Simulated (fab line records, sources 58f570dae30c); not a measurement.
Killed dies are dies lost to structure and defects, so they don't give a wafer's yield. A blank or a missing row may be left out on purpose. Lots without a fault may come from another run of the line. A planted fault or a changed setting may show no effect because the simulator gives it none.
A struck lot beside a sound one | flow berkeley_cmos170 | 16 steps out of a route of 331
Sound: wafers L366.1, L366.4, L366.5. Struck: wafers L375.1, L375.4, L375.6. The cause comes at the end.
At each step with rows: each side's tool, then ch and its chambers, then its first start. Under that, the readings that differ: sound wafers | struck wafers | difference of the means | sigmas: that difference in standard deviations of wafers without a fault.
alike: readings whose means differ by less than 2 such deviations, and words and numbers that are the same on both sides. not compared: withheld readings, readings that some wafer has no value for, bounds like >300 that may hide the same value, and numbers for which the record gives no deviation and whose values overlap.
The two part at a step that has a row with sigmas, a row that says differs or no value, or rows on one side only. Numbers that don't overlap but have no deviation are shown without sigmas and don't part them. A reading that every wafer of one side lacks parts them only if that side has two wafers or more.

UCB170_GATE_THK_MEAS_02:
  sound on film_metro-04, day 6 17:16; struck on film_metro-01, day 9 03:22
  reading             | sound          | struck         | difference | sigmas
  GATE_OXIDE_THK (nm) | 6.74 6.78 6.79 | 6.40 6.27 6.38 | -0.42      | -3
then, 2 steps without rows for these wafers: UCB170_GATE_ANNEAL_03 (time 1800 s); UCB170_GATE_CVD_04 (deposits poly-Si from SiH4, time 1440 s, target thk 214 nm).
UCB170_GATE_THK_MEAS_05:
  sound on film_metro-04, day 7 01:37; struck on film_metro-03, day 9 12:13
  reading            | sound             | struck            | difference | sigmas
  GATE_POLY_THK (nm) | 210.8 211.8 212.8 | 215.4 216.9 216.1 | +4.3       | +2
then, 6 steps without rows for these wafers: UCB170_GATE_COAT_06; UCB170_GATE_COAT_07 (resist thk 900 nm); UCB170_GATE_SOFTBAKE_08 (time 60 s); UCB170_GATE_EXPOSE_09 (exposes mask POLY, target cd 350 nm); UCB170_GATE_PEB_10; UCB170_GATE_DEVELOP_11 (develop time 45 s).
UCB170_GATE_CD_MEAS_12: target cd 350 nm.
  sound on cd_sem-02, day 7 02:45; struck on cd_sem-02, day 9 13:25
  alike: cd_nm
UCB170_GATE_OVL_MEAS_13:
  sound on overlay-02, day 7 02:52; struck on overlay-01, day 9 13:32
  alike: GATE_OVL
UCB170_GATE_ETCH_14: etches BARC in N2/H2.
  sound on rie_diel-03 ch 0,1,3, day 7 02:55; struck on rie_diel-03 ch 0,1,3, day 9 13:34
  reading               | sound             | struck            | difference | sigmas
  oes_product_au (a.u.) | 1.003 1.020 1.001 | 0.808 0.800 0.805 | -0.204     | -12
  alike: drypump_motor_current_A, h2_flow_sccm, throttle_valve_pct
UCB170_GATE_ETCH_15: etches poly-Si in HBr/Cl2, stops on SiO2, time 56.3 s, target depth 278.2 nm.
  sound on rie_si-02 ch 0,1,3, day 7 02:57; struck on rie_si-02 ch 0,1,3, day 9 13:37
  reading               | sound             | struck            | difference | sigmas
  model.GATE.cd_nm (nm) | 348.3 347.9 346.3 | 354.5 352.8 352.1 | +5.6       |
  alike: drypump_motor_current_A, oes_product_au, throttle_valve_pct
  not compared: rf_hours_counter_h
UCB170_GATE_STRIP_16: strips in O2.
  sound on plasma_asher-04 ch 0,1, day 7 03:00; struck on plasma_asher-02 ch 0,1, day 9 13:40
  alike: drypump_motor_current_A, o2_flow_sccm, oes_product_au
  not compared: rf_hours_counter_h
then, 1 step without rows for these wafers: UCB170_M3_PROBE_99.

WHERE THEY PART
First at UCB170_GATE_THK_MEAS_02; last, within this record, at UCB170_GATE_ETCH_14. Later steps at which nothing parts them and some readings are alike: UCB170_GATE_ETCH_15, UCB170_GATE_STRIP_16.

WHY: what the simulator had put in
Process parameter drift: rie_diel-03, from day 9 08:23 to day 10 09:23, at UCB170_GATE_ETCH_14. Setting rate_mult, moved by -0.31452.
